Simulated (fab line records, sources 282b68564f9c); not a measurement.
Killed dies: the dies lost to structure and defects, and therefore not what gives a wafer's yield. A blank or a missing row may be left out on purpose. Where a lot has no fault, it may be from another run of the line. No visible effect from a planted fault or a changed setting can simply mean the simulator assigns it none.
Split-lot trial || flow rit_cmos || 13 wafers read across 3 lots, on a route 202 steps long

## ON THE SPLIT
At RIT_GATE_EXPOSE_13 (exposes mask M6, target cd 150 nm), the setting dose_mj was moved away from the recipe's 380 on 5 of the 13 wafers read, by +2.9% to +4.7%. All remaining wafers had this setting at the recipe value.

## FROM THE SPLIT TO THE READING: what the file shows between them, 10 steps
- RIT_REOX_CLEAN_01: cleans in dHF, time 30 s (also split here: time_s)
- RIT_NLDD_IMPLANT_08 (also split here: energy_kev)
- RIT_SPACER_CVD_03: deposits Si3N4 from SiH2Cl2/NH3, target thk 250 nm, time 3300 s (also split here: temp_c)
- RIT_SPACER_THK_MEAS_04
- RIT_SPACER_ETCHBACK_05: etches Si3N4 in SF6/CHF3, stops on SiO2, target depth 250 nm, time 240 s
- RIT_PSD_COAT_01: resist thk 1000 nm (also split here: spin_rpm)
- RIT_PSD_SOFTBAKE_02: time 60 s
- RIT_PSD_EXPOSE_03: exposes mask M10, target cd 40900 nm
- RIT_PSD_DEVELOP_05: develop time 50 s
- RIT_PSD_HARDBAKE_07: time 60 s

## THE READING
etest.pmos_0p15.drive_ua_um (the simulator's own value, which no gauge read), at RIT_M1_PROBE_99. The file gives no usual value for it. The 8 wafers here that ran the recipe average 250.0, standard deviation 3.2.

{"wafer": "L074.1", "tool, chamber at the split": "iline_stepper-01, 0", "dose_mj as run": 391, "against the recipe": "+2.9%", "etest.pmos_0p15.drive_ua_um": 254.1, "against lot-mates on the recipe": "+3.8"}
{"wafer": "L074.2", "tool, chamber at the split": "iline_stepper-01, 0", "dose_mj as run": 391, "against the recipe": "+2.9%", "etest.pmos_0p15.drive_ua_um": 292.8, "against lot-mates on the recipe": "+42.5"}
{"wafer": "L074.3", "tool, chamber at the split": "iline_stepper-01, 0", "dose_mj as run": 380, "against the recipe": "recipe", "etest.pmos_0p15.drive_ua_um": 248.9, "against lot-mates on the recipe": "-"}
{"wafer": "L074.5", "tool, chamber at the split": "iline_stepper-01, 0", "dose_mj as run": 391, "against the recipe": "+2.9%", "etest.pmos_0p15.drive_ua_um": 252.2, "against lot-mates on the recipe": "+1.9"}
{"wafer": "L074.6", "tool, chamber at the split": "iline_stepper-01, 0", "dose_mj as run": 380, "against the recipe": "recipe", "etest.pmos_0p15.drive_ua_um": 251.7, "against lot-mates on the recipe": "-"}
{"wafer": "L082.2", "tool, chamber at the split": "iline_stepper-01, 0", "dose_mj as run": 398, "against the recipe": "+4.7%", "etest.pmos_0p15.drive_ua_um": 341, "against lot-mates on the recipe": "+89.9"}
{"wafer": "L082.3", "tool, chamber at the split": "iline_stepper-01, 0", "dose_mj as run": 380, "against the recipe": "recipe", "etest.pmos_0p15.drive_ua_um": 248, "against lot-mates on the recipe": "-"}
{"wafer": "L082.4", "tool, chamber at the split": "iline_stepper-01, 0", "dose_mj as run": 380, "against the recipe": "recipe", "etest.pmos_0p15.drive_ua_um": 248.2, "against lot-mates on the recipe": "-"}
{"wafer": "L082.5", "tool, chamber at the split": "iline_stepper-01, 0", "dose_mj as run": 380, "against the recipe": "recipe", "etest.pmos_0p15.drive_ua_um": 257.1, "against lot-mates on the recipe": "-"}
{"wafer": "L082.6", "tool, chamber at the split": "iline_stepper-01, 0", "dose_mj as run": 398, "against the recipe": "+4.7%", "etest.pmos_0p15.drive_ua_um": 330.7, "against lot-mates on the recipe": "+79.6"}
{"wafer": "L083.1", "tool, chamber at the split": "iline_stepper-02, 0", "dose_mj as run": 380, "against the recipe": "recipe", "etest.pmos_0p15.drive_ua_um": 245.7, "against lot-mates on the recipe": "-"}
{"wafer": "L083.5", "tool, chamber at the split": "iline_stepper-02, 0", "dose_mj as run": 380, "against the recipe": "recipe", "etest.pmos_0p15.drive_ua_um": 250.6, "against lot-mates on the recipe": "-"}
{"wafer": "L083.6", "tool, chamber at the split": "iline_stepper-02, 0", "dose_mj as run": 380, "against the recipe": "recipe", "etest.pmos_0p15.drive_ua_um": 249.8, "against lot-mates on the recipe": "-"}

THE FIT
A straight line over all 13 wafers: etest.pmos_0p15.drive_ua_um changes by +14.5 for each +1% of dose_mj; r = +0.85; the points scatter about the line by 18.
The same after taking each lot's own level away (the mean of its wafers on the recipe; 13 wafers): +14.3 for each +1%; r = +0.85; scatter 18.
Per that fit: largest dose_mj move, reading shift of 68.
The span of the lots' own levels, 248.70 to 251.10, comes to 0.8 times the standard deviation stated above.
The two slopes are in agreement: the lot-to-lot level therefore moves the slope only a little.
Check: +52.2 against its lot-mates is what the line predicts for one of the wafers moved furthest among these (+4.7%) when that wafer is left out of the fit. It came out at +89.9 against them.

## THESE WAFERS: OTHER SPLITS
Note: prior to the reading, these wafers also went through further splits. Each is held against what the fit with the lots' levels taken away leaves over:
{"other split on the same wafers": "RIT_ACTIVE_CVD_03 temp_c", "wafers away from the commonest value": 8, "r with etest.pmos_0p15.drive_ua_um (lot level and that fit taken away)": "+0.14"}
{"other split on the same wafers": "RIT_ACTIVE_ETCH_13 time_s", "wafers away from the commonest value": 4, "r with etest.pmos_0p15.drive_ua_um (lot level and that fit taken away)": "+0.45"}
{"other split on the same wafers": "RIT_FOX2_OXIDATION_00 ox_time_s", "wafers away from the commonest value": 8, "r with etest.pmos_0p15.drive_ua_um (lot level and that fit taken away)": -0.11}
{"other split on the same wafers": "RIT_NWELL_IMPLANT_08 energy_kev", "wafers away from the commonest value": 6, "r with etest.pmos_0p15.drive_ua_um (lot level and that fit taken away)": -0.07}
{"other split on the same wafers": "RIT_PWELL_IMPLANT_08 energy_kev", "wafers away from the commonest value": 6, "r with etest.pmos_0p15.drive_ua_um (lot level and that fit taken away)": "+0.74"}
{"other split on the same wafers": "RIT_NRETRO_IMPLANT_08 energy_kev", "wafers away from the commonest value": 3, "r with etest.pmos_0p15.drive_ua_um (lot level and that fit taken away)": -0.31}
{"other split on the same wafers": "RIT_PRETRO_SOFTBAKE_02 temp_c", "wafers away from the commonest value": 2, "r with etest.pmos_0p15.drive_ua_um (lot level and that fit taken away)": "+0.20"}
{"other split on the same wafers": "RIT_PRETRO_IMPLANT_08 energy_kev", "wafers away from the commonest value": 3, "r with etest.pmos_0p15.drive_ua_um (lot level and that fit taken away)": -0.76}
{"other split on the same wafers": "RIT_GATE_OXIDATION_05 ox_time_s", "wafers away from the commonest value": 5, "r with etest.pmos_0p15.drive_ua_um (lot level and that fit taken away)": "+0.48"}
{"other split on the same wafers": "RIT_REOX_CLEAN_01 time_s", "wafers away from the commonest value": 8, "r with etest.pmos_0p15.drive_ua_um (lot level and that fit taken away)": "+0.32"}
{"other split on the same wafers": "RIT_NLDD_IMPLANT_08 energy_kev", "wafers away from the commonest value": 5, "r with etest.pmos_0p15.drive_ua_um (lot level and that fit taken away)": "+0.12"}
{"other split on the same wafers": "RIT_SPACER_CVD_03 temp_c", "wafers away from the commonest value": 5, "r with etest.pmos_0p15.drive_ua_um (lot level and that fit taken away)": "+0.48"}
{"other split on the same wafers": "RIT_PSD_COAT_01 spin_rpm", "wafers away from the commonest value": 6, "r with etest.pmos_0p15.drive_ua_um (lot level and that fit taken away)": -0.36}

## THE WHOLE CHAIN: every reading that the file lists as answering this split, in the file's order
{"step": "RIT_M1_PROBE_99", "what it does": "", "reading": "etest.pmos_turned.r_on_ohm_um (the simulator's own value, which no gauge read)", "change (the file's fit)": "-109 for each +1% of the setting", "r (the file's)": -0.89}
{"step": "RIT_M1_PROBE_99", "what it does": "", "reading": "etest.pmos_0p15.r_on_ohm_um (the simulator's own value, which no gauge read)", "change (the file's fit)": "-107 for each +1% of the setting", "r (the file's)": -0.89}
{"step": "RIT_M1_PROBE_99", "what it does": "", "reading": "etest.nmos_0p15.r_on_ohm_um (the simulator's own value, which no gauge read)", "change (the file's fit)": "-30.9 for each +1% of the setting", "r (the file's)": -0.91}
{"step": "RIT_M1_PROBE_99", "what it does": "", "reading": "etest.nmos_0p15.drive_ua_um (the simulator's own value, which no gauge read)", "change (the file's fit)": "+23 for each +1% of the setting", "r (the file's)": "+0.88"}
{"step": "RIT_M1_PROBE_99", "what it does": "", "reading": "etest.pmos_0p15.drive_ua_um (the simulator's own value, which no gauge read)", "change (the file's fit)": "+14.5 for each +1% of the setting", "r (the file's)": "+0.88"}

## FILE'S OWN FIT
etest.pmos_0p15.drive_ua_um changes by +14.5 for each +1% of dose_mj, r = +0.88.
